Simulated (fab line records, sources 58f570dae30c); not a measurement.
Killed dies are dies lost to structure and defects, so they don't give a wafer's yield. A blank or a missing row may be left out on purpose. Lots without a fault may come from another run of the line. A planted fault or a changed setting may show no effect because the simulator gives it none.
fab line records | flow berkeley_cmos170
record lots=14 wafers=41 last_day=13
route steps=331 shown NSD@193 V1@254 M2@274
lots that met no fault: from a run of the same line without faults
start_h: hours from the record's first day to the start of the lot's first wafer shown | wait_h: hours since the lot's step before | " the same as in the row above | L1.1+2: a row that stands for several wafers | - no value, or no start given | * or withheld: withheld | < > ~ a bound
route shown NAME@n: a module of which the file shows steps, and the number in the route of the first | usual: mean/standard deviation of fault-free wafers | same: alike in all rows | chamber/n: place in a boat | sites: the reading at each site | _std_site: their standard deviation | _edge_site: outer sites' mean less inner sites' | radius_mm: how far each site lies from the wafer's centre | mask NAME#n: copy n | behind: the tool/chamber that last shaped the wafer | hold: why the lot was held/for how many hours/how that ended | device: the transistor (n, p or np) that didn't switch | end of line: the same wafers' tests at the end of the route | a step without rows: its recipe alone | killed: dies lost to structure and defects at the first sort, not the wafer's yield | map: a wafer's dies, x killed, . not, _ none there
set.NAME: the setting as run; set.NAME@STEP: as run at that earlier step | model.NAME: the simulator's own value behind a step, which no gauge read
steps of the route over a sample of lots; a table a step, a row a wafer
services: from which hour (start_h, from the record's first day; less than 0 if before it) a tool's chamber was out of use, for how many hours, and why
## steps
# step UCB170_NSD_CD_MEAS_06
# recipe target_cd_nm=1200
# usual cd_nm=1200.0/1.4
# columns lot.wafer tool chamber start_h wait_h cd_nm
L989.3 cd_sem-02 - 159.98 - 1199.4
L989.5 " - " " 1199.5
L989.6 " - " " 1200.2
L991.2 cd_sem-02 - 160.51 - 1199.3
L991.4 " - " " 1201.3
L991.6 " - " " 1200.3
L992.1 cd_sem-01 - 161.10 - 1200.1
L992.4 " - " " 1199.4
L992.6 " - " " 1199.5
L993.1 cd_sem-01 - 164.89 - 1199.1
L993.3 " - " " 1199.0
L993.4 " - " " 1199.6
L990.1 cd_sem-02 - 165.17 - 1198.8
L990.3 " - " " 1200.6
L990.6 " - " " 1202.5
L996.2 cd_sem-02 - 188.02 - 1199.6
L996.5 " - " " 1199.3
L995.2 cd_sem-02 - 188.60 - 1201.7
L995.5 " - " " 1202.0
L995.6 " - " " 1202.1
L105.4 cd_sem-01 - 235.28 - 1201.2
L105.5 " - " " 1200.3
L105.6 " - " " 1201.4
L103.1 cd_sem-02 - 235.58 - 1200.2
L103.3 " - " " 1200.4
L103.6 " - " " 1200.8
L106.1 cd_sem-01 - 244.89 - 1200.3
L106.4 " - " " 1200.4
L106.5 " - " " 1199.8
L107.1 cd_sem-01 - 245.16 - 1203.0
L107.2 " - " " 1201.9
L107.3 " - " " 1201.4
L108.2 cd_sem-01 - 251.78 - 1201.0
L108.3 " - " " 1199.8
L108.5 " - " " 1199.1
L109.1 cd_sem-02 - 252.03 - 1199.4
L109.2 " - " " 1200.1
L109.3 " - " " 1199.3
L112.2 cd_sem-02 - 279.26 - 1199.9
L112.4 " - " " 1199.0
L112.5 " - " " 1200.5
# step UCB170_NSD_STRIP_09
# recipe chemistry=O2 power_w=400 pressure_mtorr=3500 platen_temp_c=withheld o2_flow_sccm=400 overash_fraction=0.5
# usual drypump_motor_current_A=5.6/0.33 oes_product_au=0.535/0.0048 strip_time_to_endpoint_s=35.60/0.07
# columns lot.wafer tool chamber start_h wait_h drypump_motor_current_A oes_product_au rf_hours_counter_h strip_time_to_endpoint_s
L989.3 plasma_asher-01 1 160.28 0.1 5.2 0.534 - 35.59
L989.5 " 0 " " 5.8 0.541 - 35.67
L989.6 " 1 " " 5.2 0.541 - 35.66
L991.2 plasma_asher-02 1 160.79 0.1 5.4 0.537 23 35.61
L991.4 " 0 " " 5.7 0.533 - 35.65
L991.6 " 0 " " 5.7 0.538 - 35.66
L992.1 plasma_asher-01 0 161.41 0.1 5.8 0.532 50 35.59
L992.4 " 1 " " 5.2 0.539 - 35.56
L992.6 " 0 " " 5.9 0.534 - 35.64
L993.1 plasma_asher-04 0 165.20 0.1 5.2 0.531 44 35.65
L993.3 " 1 " " 6.1 0.539 - 35.62
L993.4 " 0 " " 5.2 0.539 - 35.64
L990.1 plasma_asher-02 0 165.47 0.1 5.7 0.530 24 35.57
L990.3 " 0 " " 5.7 0.539 - 35.59
L990.6 " 1 " " 5.4 0.532 - 35.58
L996.2 plasma_asher-02 0 188.30 0.1 5.7 0.534 27 35.67
L996.5 " 1 " " 5.4 0.530 - 35.77
L995.2 plasma_asher-01 0 188.89 0.1 5.8 0.532 54 35.65
L995.5 " 1 " " 5.2 0.525 - 35.57
L995.6 " 0 " " 5.8 0.528 - 35.62
L105.4 plasma_asher-04 1 235.56 0.1 6.0 0.533 - 35.60
L105.5 " 1 " " 6.0 0.537 - 35.56
L105.6 " 0 " " 5.2 0.542 - 35.58
L103.1 plasma_asher-04 1 235.89 0.1 6.0 0.531 52 35.68
L103.3 " 1 " " 6.0 0.534 - 35.62
L103.6 " 0 " " 5.2 0.548 - 35.61
L106.1 plasma_asher-01 1 245.20 0.1 5.2 0.538 59 35.60
L106.4 " 0 " " 5.8 0.531 - 35.53
L106.5 " 0 " " 5.8 0.536 - 35.52
L107.1 plasma_asher-02 0 245.47 0.1 5.7 0.541 32 35.67
L107.2 " 1 " " 5.4 0.535 32 35.67
L107.3 " 1 " " 5.4 0.533 - 35.61
L108.2 plasma_asher-01 1 252.06 0.1 5.2 0.530 60 35.58
L108.3 " 1 " " 5.2 0.539 - 35.57
L108.5 " 1 " " 5.2 0.538 - 35.57
L109.1 plasma_asher-04 1 252.34 0.1 6.0 0.528 54 35.56
L109.2 " 0 " " 5.2 0.538 54 35.61
L109.3 " 1 " " 6.1 0.541 - 35.58
L112.2 plasma_asher-04 0 279.55 0.1 5.2 0.537 57 35.56
L112.4 " 0 " " 5.2 0.535 - 35.70
L112.5 " 1 " " 6.1 0.527 - 35.58
# step UCB170_V1_CVD_00
# recipe material=SiO2 target_thk_nm=2000 temp_c=390 precursor=TEOS/O2 time_s=250 rf_w=550 pressure_mtorr=9000
# usual heater_power_w=246/48
# columns lot.wafer tool chamber start_h wait_h heater_power_w
L989.3 pecvd-02 2 170.38 0.0 365
L989.5 " 2 " " 255
L989.6 " 0 " " 232
L991.2 pecvd-03 0 171.71 0.0 236
L991.4 " 0 " " 181
L991.6 " 2 " " 207
L992.1 pecvd-03 0 173.04 0.0 279
L992.4 " 2 " " 216
L992.6 " 1 " " 194
L990.1 pecvd-01 1 175.12 0.0 260
L990.3 " 2 " " 256
L990.6 " 0 " " 223
L993.1 pecvd-03 0 176.45 0.0 258
L993.3 " 1 " " 199
L993.4 " 0 " " 186
L996.2 pecvd-03 0 198.74 0.0 223
L996.5 " 0 " " 270
L995.2 pecvd-01 0 200.08 0.0 315
L995.5 " 0 " " 227
L995.6 " 2 " " 216
L105.4 pecvd-02 1 246.20 0.1 222
L105.5 " 1 " " 303
L105.6 " 0 " " 222
L103.1 pecvd-02 0 249.19 0.0 223
L103.3 " 0 " " 159
L103.6 " 0 " " 218
L106.1 pecvd-02 0 255.58 0.0 223
L106.4 " 0 " " 155
L106.5 " 0 " " 216
L107.1 pecvd-03 1 256.91 0.0 205
L107.2 " 0 " " 234
L107.3 " 2 " " 252
L108.2 pecvd-03 1 262.55 0.0 229
L108.3 " 0 " " 258
L108.5 " 0 " " 176
L109.1 pecvd-02 1 263.89 0.0 279
L109.2 " 0 " " 212
L109.3 " 2 " " 326
L112.2 pecvd-01 0 290.58 0.0 304
L112.4 " 1 " " 205
L112.5 " 2 " " 303
# step UCB170_V1_THK_MEAS_01
# recipe reads=SiO2_of_V1_CVD_00
# usual V1_TEOS_THK=1998/24
# columns lot.wafer tool chamber start_h wait_h hold V1_TEOS_THK[nm]
L989.3 film_metro-02 - 170.55 0.1 - 1995
L989.5 " - " " - 1991
L989.6 " - " " - 1984
L991.2 film_metro-02 - 171.88 0.1 - 2014
L991.4 " - " " - 2041
L991.6 " - " " - 2039
L992.1 film_metro-04 - 173.20 0.1 - 2013
L992.4 " - " " - 2031
L992.6 " - " " - 2065
L990.1 film_metro-02 - 175.28 0.1 - 1989
L990.3 " - " " - 2022
L990.6 " - " " - 2042
L993.1 film_metro-01 - 176.69 0.2 await_dispo/0.2h/release 1493
L993.3 " - " " await_dispo/0.2h/release 2019
L993.4 " - " " await_dispo/0.2h/release 1503
L993.1 film_metro-01 - 176.91 0.2 - 1491
L993.3 " - " " - 2017
L993.4 " - " " - 1505
L996.2 film_metro-01 - 198.91 0.1 await_dispo/0.2h/release 1486
L996.5 " - " " await_dispo/0.2h/release 1493
L996.2 film_metro-01 - 199.14 0.2 - 1487
L996.5 " - " " - 1493
L995.2 film_metro-04 - 200.24 0.1 - 1970
L995.5 " - " " - 2019
L995.6 " - " " - 2018
L105.4 film_metro-01 - 246.38 0.1 - 1975
L105.5 " - " " - 1992
L105.6 " - " " - 2011
L103.1 film_metro-04 - 249.43 0.2 - 2002
L103.3 " - " " - 2003
L103.6 " - " " - 2017
L106.1 film_metro-04 - 255.81 0.2 - 1962
L106.4 " - " " - 2020
L106.5 " - " " - 2001
L107.1 film_metro-04 - 257.07 0.1 - 1998
L107.2 " - " " - 1992
L107.3 " - " " - 1998
L108.2 film_metro-01 - 262.72 0.1 - 2011
L108.3 " - " " - 1994
L108.5 " - " " - 2016
L109.1 film_metro-04 - 264.04 0.1 - 1976
L109.2 " - " " - 1972
L109.3 " - " " - 2004
L112.2 film_metro-02 - 290.75 0.1 - 1971
L112.4 " - " " - 2000
L112.5 " - " " - 2037
# step UCB170_M2_THK_MEAS_03
# recipe thk_meas_gauge=xrf reads=Al_of_M2_SPUTTER_01
# usual M2_AL_THK=913/8
# columns lot.wafer tool chamber start_h wait_h M2_AL_THK[nm]
L989.3 film_metro-01 - 173.06 0.1 907
L989.5 " - " " 900
L989.6 " - " " 901
L991.2 film_metro-04 - 175.16 0.1 922
L991.4 " - " " 913
L991.6 " - " " 911
L992.1 film_metro-01 - 176.42 0.1 911
L992.4 " - " " 920
L992.6 " - " " 916
L990.1 film_metro-03 - 178.59 0.1 922
L990.3 " - " " 920
L990.6 " - " " 916
L993.1 film_metro-04 - 186.86 0.1 898
L993.3 " - " " 907
L993.4 " - " " 904
L995.2 film_metro-03 - 204.33 0.1 905
L995.5 " - " " 903
L995.6 " - " " 898
L996.2 film_metro-03 - 204.68 0.2 923
L996.5 " - " " 912
L105.4 film_metro-04 - 248.97 0.1 912
L105.5 " - " " 908
L105.6 " - " " 910
L103.1 film_metro-04 - 252.93 0.1 904
L103.3 " - " " 911
L103.6 " - " " 908
L106.1 film_metro-01 - 258.42 0.1 918
L106.4 " - " " 914
L106.5 " - " " 916
L107.1 film_metro-03 - 259.45 0.1 918
L107.2 " - " " 922
L107.3 " - " " 922
L108.2 film_metro-04 - 267.28 0.1 914
L108.3 " - " " 911
L108.5 " - " " 909
L109.1 film_metro-04 - 267.55 0.1 896
L109.2 " - " " 902
L109.3 " - " " 898
L112.2 film_metro-01 - 293.27 0.1 914
L112.4 " - " " 922
L112.5 " - " " 915
## services
# columns tool chamber start_h hours kind
pecvd-02 - 153.66 5.5 pm
pecvd-02 0 171.37 18.4 repair
plasma_asher-04 - 172.02 0.8 repair
pecvd-03 2 174.37 3.5 repair
pecvd-03 - 178.46 2.1 repair
pecvd-03 - 242.50 14.0 pm
pecvd-03 0 242.50 14.0 vent_cycle
pecvd-03 1 242.50 14.0 vent_cycle
pecvd-03 2 242.50 14.0 vent_cycle
pecvd-02 2 242.72 16.8 repair
pecvd-03 0 256.50 - clean
pecvd-03 1 256.50 - clean
pecvd-03 2 256.50 - clean
plasma_asher-01 - 274.83 2.8 repair
plasma_asher-01 - 279.22 0.4 repair
## key
first_sign step=UCB170_V1_THK_MEAS_01 reading=visit direction=added
effect step=UCB170_V1_THK_MEAS_01 reading=V1_TEOS_THK direction=down sigmas=21 usual=1998 struck=1494
met_at UCB170_V1_CVD_00
struck_lots L993,L996
struck_wafers L993.1,L993.4,L996.2,L996.5
rows_end L996.2
sort_left_out L993.1,L993.4,L996.5
not_acting_at UCB170_NSD_CD_MEAS_06,UCB170_NSD_STRIP_09,UCB170_M2_THK_MEAS_03
onset_between 173.04 176.45
fault kind=process_parameter_drift tool=pecvd-03 chamber=0 onset_h=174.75 steps=UCB170_V1_CVD_00 channel=target_thk_nm offset=-510.18 shape=step end_h=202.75 acts_in=these_recipes_only stated=2000
# sort_left_out: the simulated sort isn't trusted on such a fault, so these wafers' sort isn't shown, and their yield isn't known
# rows_end: these wafers met a further fault down the route, and their rows from its step on are left out
